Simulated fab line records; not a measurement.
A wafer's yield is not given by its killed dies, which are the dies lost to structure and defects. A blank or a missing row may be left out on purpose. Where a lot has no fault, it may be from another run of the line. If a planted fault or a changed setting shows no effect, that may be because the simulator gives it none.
Problem report, 8D (eight disciplines) form, completed by code + flow berkeley cmos170 + the parts of the form that need people (team, actions taken, sign-off) are left out

== 1. THE ISSUE ==
A mean of 707.4 nm is read at UCB170_V2_CD_MEAS_90 for cd nm, taken on 1 wafer of 1 lot, against 700.1 nm (standard deviation 1.7) on wafers free of any fault. Measured from the usual mean, that is +4.3 standard deviations.
The step: target cd 700 nm.
The first sign was on wafer L490.3 at day 10 15:57, on cd sem-02. The record has a number at this step for 39 wafers belonging to 13 lots. Rule for "out", or "out of limits": more than 4 standard deviations from the usual mean. The other wafers with a number count as sound.

== 2. WHAT IT IS; WHAT IT IS NOT ==
| question                    | is                | is not                                                                 |
|-----------------------------|-------------------|------------------------------------------------------------------------|
| which readings at this step | cd nm             | -                                                                      |
| which lots                  | L490              | L474, L475, L476, L477, L478, L479, L480, L481, L483, L485, L488, L497 |
| which wafers of those lots  | L490.3            | L490.2, L490.6                                                         |
| read on which gauges        | cd sem-02         | cd sem-01                                                              |
| when                        | from day 10 15:57 | up to then (35 sound wafers); but 3 sound wafers of L497 came after    |

== 3. WHAT RULES OUT EACH SUSPECT ==
Counting: any tool at a process step up to the reading remains a suspect provided it ran every lot that is out. Sound lots after the first of them don't rule it out here, since some wafers of a struck lot are sound.
- ruled out: the gauge at UCB170_V2_CD_MEAS_90. All the wafers that are out were read on cd sem-02, but those of them that UCB170_V2_ETCH_14 has rows for are out there too, on other tools.
- rie diel-01 at UCB170_V2_ETCH_14 (etches SiO2 in CHF3/CF4/Ar, stops on Al, target depth 1250 nm, time 291 s): kept. It ran the lot that is out, L490 (day 10 15:39); its last sound lot up to then is L488 (day 10 09:49). On those wafers its own readings are out: rf fwd power W.
- plasma asher-01 at UCB170_V2_STRIP_15 (strips in O2): kept. It ran the lot that is out, L490 (day 10 15:50); its last sound lot up to then is L483 (day 9 12:11). On those wafers its own readings are out: strip time to endpoint s.
- In rie diel-01 at UCB170_V2_ETCH_14, the wafers that are out were processed in chamber 3 and their sound lot-mates in chambers 0, 1.
Left after counting: rie diel-01 at UCB170_V2_ETCH_14, plasma asher-01 at UCB170_V2_STRIP_15.

== 4. THE CAUSE (what the simulator had put in) ==
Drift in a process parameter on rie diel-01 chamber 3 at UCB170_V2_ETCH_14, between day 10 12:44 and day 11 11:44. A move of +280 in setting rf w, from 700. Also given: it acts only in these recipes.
Of the 2 suspects that counting leaves, this tool is one.

== 5. THE EFFECT CHAIN, in route order ==
Rows list readings where the struck wafers' mean (over those with a number) sits beyond 3 standard deviations from the usual. Scope: only readings with a usual standard deviation given in the record; hours: median across lots of the time from each lot's start at the first step in this table that gives one to its start at this step; sigmas: change in usual standard deviations.
| hours | step                 | reading                  | usual    | on struck wafers | change | sigmas      |
|-------|----------------------|--------------------------|----------|------------------|--------|-------------|
| 0     | UCB170_V2_ETCH_14    | rf fwd power W           | 698.6 W  | 983.9            | +285.3 | +99 or more |
| 0     | UCB170_V2_STRIP_15   | strip time to endpoint s | 15.30 s  | 14.19            | -1.11  | -5.6        |
| 0     | UCB170_V2_CD_MEAS_90 | cd nm                    | 700.1 nm | 707.4            | +7.3   | +4.3        |
The process steps in it:
- UCB170_V2_ETCH_14: etches SiO2 in CHF3/CF4/Ar, stops on Al, target depth 1250 nm, time 291 s.
- UCB170_V2_STRIP_15: strips in O2.

== 6. WHAT WOULD HAVE CAUGHT IT SOONER ==
3 hours passed between the start of the fault at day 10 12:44 and the first reading out of limits at a measuring or inspecting step in this record, taken at day 10 15:57.
The tool's own readings at UCB170_V2_ETCH_14 were out on every struck wafer that the step has a row for (rf fwd power W): an alarm limit on them would have fired on the first of those.
Lots out: 1; all had begun UCB170_V2_ETCH_14 on rie diel-01 by day 10 15:57. Holding the tool at that point would not have protected any of them.
